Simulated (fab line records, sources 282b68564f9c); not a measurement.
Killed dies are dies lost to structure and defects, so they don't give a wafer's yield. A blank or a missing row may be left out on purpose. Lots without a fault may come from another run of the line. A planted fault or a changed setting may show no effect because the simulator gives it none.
Which tool did it? | flow rit_cmos | 16 lots, 48 wafers sampled, at 2 steps of a route of 202

WHAT THE GAUGES READ, wafer by wafer
RIT_PRETRO_OVL_MEAS_06.
lot  | measured    | on         | PRETRO_OVL (nm)
L950 | day 2 12:14 | overlay-02 | 2.5 0.7 1.9
L951 | day 2 17:27 | overlay-01 | -1.0 -0.6 0.0
L952 | day 2 17:57 | overlay-01 | 0.6 -0.9 0.4
L953 | day 3 02:01 | overlay-01 | -1.5 0.3 -0.9
L954 | day 3 06:23 | overlay-01 | 0.6 0.9 -0.2
L955 | day 3 08:16 | overlay-02 | -0.1 0.2 -0.3
L961 | day 4 19:17 | overlay-01 | 1.0 1.8 1.7
L962 | day 4 20:41 | overlay-01 | 2.4 4.5 3.2
L963 | day 5 02:41 | overlay-01 | 2.0 1.6 2.4
L964 | day 5 07:50 | overlay-01 | -2.4 -1.1 -3.1
L965 | day 5 12:44 | overlay-02 | 1.0 -0.8 1.4
L967 | day 5 23:55 | overlay-01 | 128.1 128.8 129.2
L968 | day 6 06:07 | overlay-01 | 133.0 128.7 133.6
L969 | day 6 14:44 | overlay-01 | 128.6 129.1 129.2
L970 | day 6 19:01 | overlay-02 | 1.9 3.7 1.9
L971 | day 6 21:19 | overlay-02 | 132.8 131.5 129.9

WHICH TOOL RAN EACH LOT (tool, then ch and the chambers of the sampled wafers, then the start)
lot  | RIT_PRETRO_EXPOSE_03
L950 | iline_stepper-01 ch 0, day 2 11:48
L951 | iline_stepper-02 ch 0, day 2 17:02
L952 | iline_stepper-02 ch 0, day 2 17:32
L953 | iline_stepper-01 ch 0, day 3 01:35
L954 | iline_stepper-01 ch 0, day 3 05:59
L955 | iline_stepper-02 ch 0, day 3 07:50
L961 | iline_stepper-01 ch 0, day 4 18:44
L962 | iline_stepper-02 ch 0, day 4 20:16
L963 | iline_stepper-02 ch 0, day 5 02:16
L964 | iline_stepper-01 ch 0, day 5 07:26
L965 | iline_stepper-01 ch 0, day 5 12:19
L967 | iline_stepper-01 ch 0, day 5 23:31
L968 | iline_stepper-01 ch 0, day 6 05:37
L969 | iline_stepper-01 ch 0, day 6 14:18
L970 | iline_stepper-02 ch 0, day 6 18:22
L971 | iline_stepper-01 ch 0, day 6 20:55
- RIT_PRETRO_EXPOSE_03: exposes mask M5, target cd 43700 nm.

WHAT THE TOOLS THEMSELVES READ (means of the sampled wafers that have a number; where no wafer has one, the mark that the record gives instead)
The record holds no such reading with a usual standard deviation.

THE ANSWER, worked out from the rows above alone
Rule: what is usual is taken from the lots themselves. Put in order of their means at a reading, lots are off if they are a third of the lots or fewer, leave a main group of 4 or more, and stand apart from it by a gap of 3 or more times the standard deviation of the main group's means; of several such gaps the widest counts. A main group whose means are all the same, to the digits that the tables above print for the reading, isn't used. A lot without any number at a reading at which 4 lots or more have one is off too. The other lots that the step has rows for count as sound. The gauges are gone through in route order, then the tools' own readings, and for those a lot's mean is taken as printed above. The first step at which some lot is off is used, and at that step the reading that is off furthest; a lot without a number counts as furthest.
Off: L967, L968, L969, L971, at RIT_PRETRO_OVL_MEAS_06 (PRETRO_OVL). The main group: mean 0.7 nm, standard deviation 1.5.
A tool fits if, at a process step before that reading, it ran every lot that is off, and no sound lot after the first of them. The gauges at RIT_PRETRO_OVL_MEAS_06 are tried like those tools. One fits: iline_stepper-01 at RIT_PRETRO_EXPOSE_03. Its last sound lot is L965 (day 5 12:19), its first lot that is off L967 (day 5 23:31): a fault that began between those two fits.

WHAT THE SIMULATOR HAD PUT IN
Scanner matching overlay: iline_stepper-01, from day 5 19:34 on, at RIT_PRETRO_EXPOSE_03. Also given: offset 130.
Lots struck among those shown: L967, L968, L969, L971. The rule above found the same.
